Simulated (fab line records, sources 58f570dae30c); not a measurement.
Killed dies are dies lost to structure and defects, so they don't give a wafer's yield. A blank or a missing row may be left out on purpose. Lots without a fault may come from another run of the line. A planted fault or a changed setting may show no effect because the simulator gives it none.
Chamber matching | flow berkeley_cmos170 | UCB170_GATE_ETCH_15 on rie_si-02: 4 sister chambers
The step etches poly-Si in HBr/Cl2, stops on SiO2, time 56.3 s, target depth 278.2 nm. 16 wafers are shown with their chamber, then 7 later ones without.

WAFERS WITH THEIR CHAMBER
wafer  | chamber | throttle_valve_pct (%) | drypump_motor_current_A (A) | oes_product_au (a.u.)
L350.2 | 3       | 26.15                  | 5.2                         | 0.817
L350.3 | 2       | 26.59                  | 6.1                         | 0.822
L350.5 | 0       | 27.01                  | 5.6                         | 0.816
L353.3 | 1       | 26.53                  | 5.9                         | 0.841
L353.4 | 3       | 26.15                  | 5.2                         | 0.815
L353.5 | 0       | 27.00                  | 5.6                         | 0.826
L352.1 | 0       | 27.01                  | 5.6                         | 0.832
L352.4 | 3       | 26.14                  | 5.2                         | 0.822
L352.5 | 2       | 26.60                  | 6.0                         | 0.823
L357.1 | 0       | 27.00                  | 5.7                         | 0.822
L357.2 | 1       | 26.54                  | 6.0                         | 0.843
L357.3 | 3       | 26.14                  | 5.2                         | 0.802
L361.2 | 1       | 26.54                  | 5.9                         | 0.848
L361.5 | 2       | 26.60                  | 6.0                         | 0.829
L361.6 | 1       | 26.54                  | 6.0                         | 0.842
L360.2 | 0       | 27.03                  | 5.6                         | 0.843

SIGNATURES (means of the wafers above)
reading                 | chamber 0 | chamber 1 | chamber 2 | chamber 3 | scatter within a chamber
throttle_valve_pct      | 27.0100   | 26.5375   | 26.5967   | 26.1450   | 0.00837
drypump_motor_current_A | 5.620     | 5.950     | 6.033     | 5.200     | 0.0453
oes_product_au          | 0.82780   | 0.84350   | 0.82467   | 0.81400   | 0.00764
Rule: a wafer's distance from a chamber is the root of the sum, over the readings, of the square of ((its reading less the chamber's mean) divided by the reading's scatter). The wafer belongs to the nearest chamber; if the next one is less than 2 further off, it can't be placed. The scatter: the root of (the sum of the squares of (reading less its chamber's mean) over the shown wafers, divided by (wafers less chambers)).

WAFERS WITHOUT THEIR CHAMBER
wafer  | throttle_valve_pct (%) | drypump_motor_current_A (A) | oes_product_au (a.u.)
L360.5 | 26.14                  | 5.2                         | 0.814
L360.6 | 27.02                  | 5.6                         | 0.847
L364.1 | 27.03                  | 5.6                         | 0.815
L364.4 | 26.15                  | 5.2                         | 0.808
L364.5 | 27.02                  | 5.6                         | 0.820
L367.1 | 27.01                  | 5.6                         | 0.841
L367.6 | 26.54                  | 5.9                         | 0.842

WHICH CHAMBER EACH WENT THROUGH
wafer  | from the rows above | in truth
L360.5 | 3                   | 3
L360.6 | 0                   | 0
L364.1 | 0                   | 0
L364.4 | 3                   | 3
L364.5 | 0                   | 0
L367.1 | 0                   | 0
L367.6 | 1                   | 1
Placed correctly: 7 of 7. Can't be placed from these rows: 0. Placed wrongly: 0.
